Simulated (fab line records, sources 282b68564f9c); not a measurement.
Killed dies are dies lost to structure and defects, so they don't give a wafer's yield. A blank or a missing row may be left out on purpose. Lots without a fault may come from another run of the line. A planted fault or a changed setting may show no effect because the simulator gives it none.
fab line records | flow rit_cmos
record lots=15 wafers=45 last_day=7
route steps=202 shown PRETRO@72 M1@202
lots that met no fault: from a run of the same line without faults
start_h: hours from the record's first day to the start of the lot's first wafer shown | wait_h: hours since the lot's step before | " the same as in the row above | L1.1+2: a row that stands for several wafers | - no value, or no start given | * or withheld: withheld | < > ~ a bound
route shown NAME@n: a module of which the file shows steps, and the number in the route of the first | usual: mean/standard deviation of fault-free wafers | same: alike in all rows | chamber/n: place in a boat | sites: the reading at each site | _std_site: their standard deviation | _edge_site: outer sites' mean less inner sites' | radius_mm: how far each site lies from the wafer's centre | mask NAME#n: copy n | behind: the tool/chamber that last shaped the wafer | hold: why the lot was held/for how many hours/how that ended | device: the transistor (n, p or np) that didn't switch | end of line: the same wafers' tests at the end of the route | a step without rows: its recipe alone | killed: dies lost to structure and defects at the first sort, not the wafer's yield | map: a wafer's dies, x killed, . not, _ none there
set.NAME: the setting as run; set.NAME@STEP: as run at that earlier step | model.NAME: the simulator's own value behind a step, which no gauge read
steps of the route over a sample of lots; a table a step, a row a wafer
services: from which hour (start_h, from the record's first day; less than 0 if before it) a tool's chamber was out of use, for how many hours, and why
## steps
# step RIT_PRETRO_IMPLANT_08
# recipe species=B energy_kev=45 dose_cm2=1.2e+13 tilt_deg=7
# usual dose_ions_cm2=1.2001e+13/1.2e+10
# columns lot.wafer tool chamber start_h wait_h dose_ions_cm2
L178.3 implanter-03 0 47.10 0.2 1.2004e+13
L178.5 " 0 " " 1.2003e+13
L178.6 " 0 " " 1.1997e+13
L179.1 implanter-03 0 53.38 0.2 1.2003e+13
L179.3 " 0 " " 1.1989e+13
L179.6 " 0 " " 1.2001e+13
L180.2 implanter-03 0 58.89 0.2 1.1985e+13
L180.3 " 0 " " 1.1999e+13
L180.4 " 0 " " 1.2014e+13
L181.1 implanter-02 0 59.02 0.2 1.2003e+13
L181.5 " 0 " " 1.2007e+13
L181.6 " 0 " " 1.2007e+13
L183.1 implanter-02 0 66.84 0.2 1.2013e+13
L183.2 " 0 " " 1.1992e+13
L183.6 " 0 " " 1.1999e+13
L182.2 implanter-01 0 67.31 0.2 1.2005e+13
L182.3 " 0 " " 1.202e+13
L182.5 " 0 " " 1.1985e+13
L184.2 implanter-01 0 70.77 0.2 1.2e+13
L184.3 " 0 " " 1.2006e+13
L184.5 " 0 " " 1.1997e+13
L188.2 implanter-03 0 84.09 0.2 1.2019e+13
L188.3 " 0 " " 1.2016e+13
L188.5 " 0 " " 1.2009e+13
L189.3 implanter-02 0 92.01 0.2 1.244e+13
L189.4 " 0 " " 1.2391e+13
L189.6 " 0 " " 1.2386e+13
L190.2 implanter-02 0 96.40 0.2 1.2415e+13
L190.5 " 0 " " 1.2404e+13
L190.6 " 0 " " 1.2391e+13
L191.2 implanter-02 0 99.91 0.2 1.2389e+13
L191.5 " 0 " " 1.2404e+13
L191.6 " 0 " " 1.2421e+13
L195.1 implanter-03 0 118.53 0.2 1.2009e+13
L195.3 " 0 " " 1.1987e+13
L195.4 " 0 " " 1.1998e+13
L198.3 implanter-03 0 132.97 0.2 1.2017e+13
L198.4 " 0 " " 1.2003e+13
L198.6 " 0 " " 1.2014e+13
L199.1 implanter-03 0 144.51 0.2 1.2007e+13
L199.4 " 0 " " 1.2006e+13
L199.6 " 0 " " 1.1991e+13
L201.2 implanter-01 0 150.68 0.2 1.1983e+13
L201.4 " 0 " " 1.2009e+13
L201.5 " 0 " " 1.1993e+13
# step RIT_M1_PROBE_99
# usual killed_at_M0_to_M3=0.0/0.14 killed_at_front_end=7.3/2.8 killed_dies=7.3/2.8 killed_open=3.8/1.9 killed_short=3.5/1.8
# same gross_dies=264 killed_at_M4_up=0 killed_at_back_side=0 killed_at_contacts=0 killed_at_other=0
# columns lot.wafer tool chamber start_h wait_h killed_at_M0_to_M3 killed_at_front_end killed_dies killed_open killed_short
L180.2 prober-01 - 89.75 0.1 1 6 7 2 5
L180.3 prober-01 - 89.80 0.2 0 1 1 1 0
L180.4 prober-01 - 89.85 0.2 0 11 11 8 3
L183.1 prober-01 - 94.25 0.1 1 6 7 3 4
L182.2 prober-02 - 96.23 0.1 0 9 9 5 4
L182.3 prober-02 - 96.28 0.2 0 6 6 4 1
L182.5 prober-02 - 96.38 0.2 0 8 8 6 2
L184.2 prober-02 - 102.57 0.1 0 12 12 3 9
L184.3 prober-02 - 102.62 0.2 0 9 9 3 6
L184.5 prober-02 - 102.72 0.2 0 6 6 3 3
L188.2 prober-01 - 114.31 0.1 0 7 7 3 4
L188.3 prober-01 - 114.36 0.2 0 11 11 4 7
L188.5 prober-01 - 114.46 0.2 0 5 5 1 4
L189.3 prober-02 - 118.92 0.2 0 8 8 4 4
L189.4 prober-02 - 118.97 0.2 0 6 6 3 3
L189.6 prober-02 - 119.07 0.2 0 13 13 9 4
L198.3 prober-01 - 160.97 0.2 0 10 10 5 5
L198.4 prober-01 - 161.02 0.2 0 8 8 5 3
L198.6 prober-01 - 161.12 0.2 0 9 9 5 4
# killed by level:class
L180.2 GATE:geometric_particle:short=3 GATE:geometric_particle:open=1 REOX:geometric_particle:open=1 SPACER:geometric_particle:short=1 M1:geometric_particle:short=1
L180.3 FOX2:geometric_particle:open=1
L180.4 GATE:geometric_particle:open=5 SPACER:geometric_particle:open=2 SILICIDE:geometric_particle:short=2 GATE:geometric_particle:short=1 REOX:geometric_particle:open=1
L183.1 FOX1:geometric_particle:open=1 FOX1:geometric_particle:short=1 FOX2:geometric_particle:short=1 GATE:geometric_particle:open=1 GATE:geometric_particle:short=1 SPACER:geometric_particle:open=1 M1:geometric_particle:short=1
L182.2 GATE:geometric_particle:short=2 SPACER:geometric_particle:open=2 SILICIDE:geometric_particle:open=2 FOX1:geometric_particle:open=1 FOX1:geometric_particle:short=1 SILICIDE:geometric_particle:short=1
L182.3 SPACER:geometric_particle:open=2 FOX1:geometric_particle:short=1 GATE:geometric_particle:open=1 REOX:geometric_particle:open=1 NLDD:coat_microbubble_printed=1
L182.5 FOX2:geometric_particle:open=2 GATE:geometric_particle:open=2 GATE:geometric_particle:short=1 REOX:geometric_particle:open=1 SPACER:geometric_particle:short=1 SILICIDE:geometric_particle:open=1
L184.2 GATE:geometric_particle:short=7 GATE:geometric_particle:open=2 FOX1:geometric_particle:short=1 REOX:geometric_particle:open=1 SPACER:geometric_particle:short=1
L184.3 GATE:geometric_particle:short=2 REOX:geometric_particle:open=2 SILICIDE:geometric_particle:short=2 FOX2:geometric_particle:short=1 REOX:geometric_particle:short=1 SILICIDE:geometric_particle:open=1
L184.5 REOX:geometric_particle:short=2 FOX2:geometric_particle:open=1 FOX2:geometric_particle:short=1 GATE:geometric_particle:open=1 REOX:geometric_particle:open=1
L188.2 GATE:geometric_particle:open=2 GATE:geometric_particle:short=2 REOX:geometric_particle:open=1 REOX:geometric_particle:short=1 SILICIDE:geometric_particle:short=1
L188.3 GATE:geometric_particle:open=3 GATE:geometric_particle:short=2 REOX:geometric_particle:short=2 SILICIDE:geometric_particle:short=2 FOX1:geometric_particle:short=1 SILICIDE:geometric_particle:open=1
L188.5 FOX2:geometric_particle:short=1 GATE:geometric_particle:short=1 REOX:geometric_particle:short=1 SILICIDE:geometric_particle:open=1 SILICIDE:geometric_particle:short=1
L189.3 GATE:geometric_particle:short=2 FOX1:geometric_particle:short=1 GATE:geometric_particle:open=1 REOX:geometric_particle:open=1 SPACER:geometric_particle:open=1 SILICIDE:geometric_particle:open=1 SILICIDE:geometric_particle:short=1
L189.4 GATE:geometric_particle:short=3 FOX1:geometric_particle:open=1 GATE:geometric_particle:open=1 SILICIDE:geometric_particle:open=1
L189.6 FOX2:geometric_particle:open=2 GATE:geometric_particle:open=2 REOX:geometric_particle:open=2 SPACER:geometric_particle:open=2 ACTIVE:geometric_particle:open=1 FOX1:geometric_particle:short=1 GATE:geometric_particle:short=1 REOX:geometric_particle:short=1
L198.3 SILICIDE:geometric_particle:short=3 GATE:geometric_particle:open=2 SILICIDE:geometric_particle:open=2 FOX1:geometric_particle:open=1 FOX1:geometric_particle:short=1 FOX2:geometric_particle:short=1
L198.4 GATE:geometric_particle:open=3 FOX1:geometric_particle:short=1 FOX2:geometric_particle:open=1 GATE:geometric_particle:short=1 SPACER:geometric_particle:open=1 SPACER:geometric_particle:short=1
L198.6 FOX1:geometric_particle:short=2 GATE:geometric_particle:short=2 SILICIDE:geometric_particle:open=2 FOX1:geometric_particle:open=1 FOX2:geometric_particle:open=1 GATE:geometric_particle:open=1
## services
# columns tool chamber start_h hours kind
implanter-02 - 27.14 9.0 pm
implanter-03 - 34.92 5.1 pm
implanter-02 - 79.65 3.0 pm
implanter-01 - 89.92 3.4 repair
implanter-03 - 90.35 1.7 repair
implanter-01 - 137.13 1.4 repair
## key
first_sign step=RIT_PRETRO_IMPLANT_08 reading=dose_ions_cm2 direction=up sigmas=33 usual=1.2001e+13 struck=1.2405e+13
effect none on later readings
met_at RIT_PRETRO_IMPLANT_08
struck_lots L189,L190,L191
tester_left_out L189,L190,L191
onset_between 66.84 92.01
fault kind=process_parameter_drift tool=implanter-02 chamber=- onset_h=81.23 steps=RIT_PRETRO_IMPLANT_08 channel=dose_cm2 offset=4.0839e+11 shape=step end_h=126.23 acts_in=these_recipes_only stated=1.2e+13
# tester_left_out: of these lots the tester's yield and bins aren't shown, on N5 and GAA mostly nor the transistor test; their killed dies are dies lost to structure and defects alone, not to doping, threshold or leakage, so they don't give the yield
